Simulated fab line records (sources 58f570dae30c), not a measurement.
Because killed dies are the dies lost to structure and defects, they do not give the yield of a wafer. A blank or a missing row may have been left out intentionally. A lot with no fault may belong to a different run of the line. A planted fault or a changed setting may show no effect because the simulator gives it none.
Matching of chambers	flow berkeley-cmos170	UCB170_CONTACT_ETCH_17 on rie-diel-04 has 4 sister chambers
The step etches BARC in N2/H2. 4 wafers are shown with their chamber, then 7 later ones without.

EACH WAFER AND ITS CHAMBER
wafer	chamber	drypump-motor-current-A (A)
L302.5	0	5.0
L302.6	1	5.3
L309.1	2	5.9
L309.4	3	6.2

WAFERS MISSING THEIR CHAMBER
wafer	drypump-motor-current-A (A)
L309.6	6.2
L308.1	6.2
L308.5	5.1
L308.6	6.2
L310.3	6.2
L310.4	5.3
L310.5	6.2

WHICH CHAMBER EACH WENT THROUGH
wafer	from the rows above	in truth
L309.6	3	3
L308.1	3	3
L308.5	0	0
L308.6	3	3
L310.3	3	3
L310.4	1	1
L310.5	3	3
7 of 7 placed correctly. Left unplaced by these rows: 0. 0 placed wrongly.
How it was worked out, from the rows above alone: a wafer's distance from a chamber is the root of the sum, over the readings, of the square of ((its reading less the chamber's mean) divided by the reading's scatter). The wafer belongs to the nearest chamber; if the next one is less than 2 further off, it can't be placed. Each chamber's mean is taken over the wafers shown for it. The scatter (one wafer shown for each chamber): square how far every hidden wafer sits from the nearest shown wafer, average those squares and take the square root.
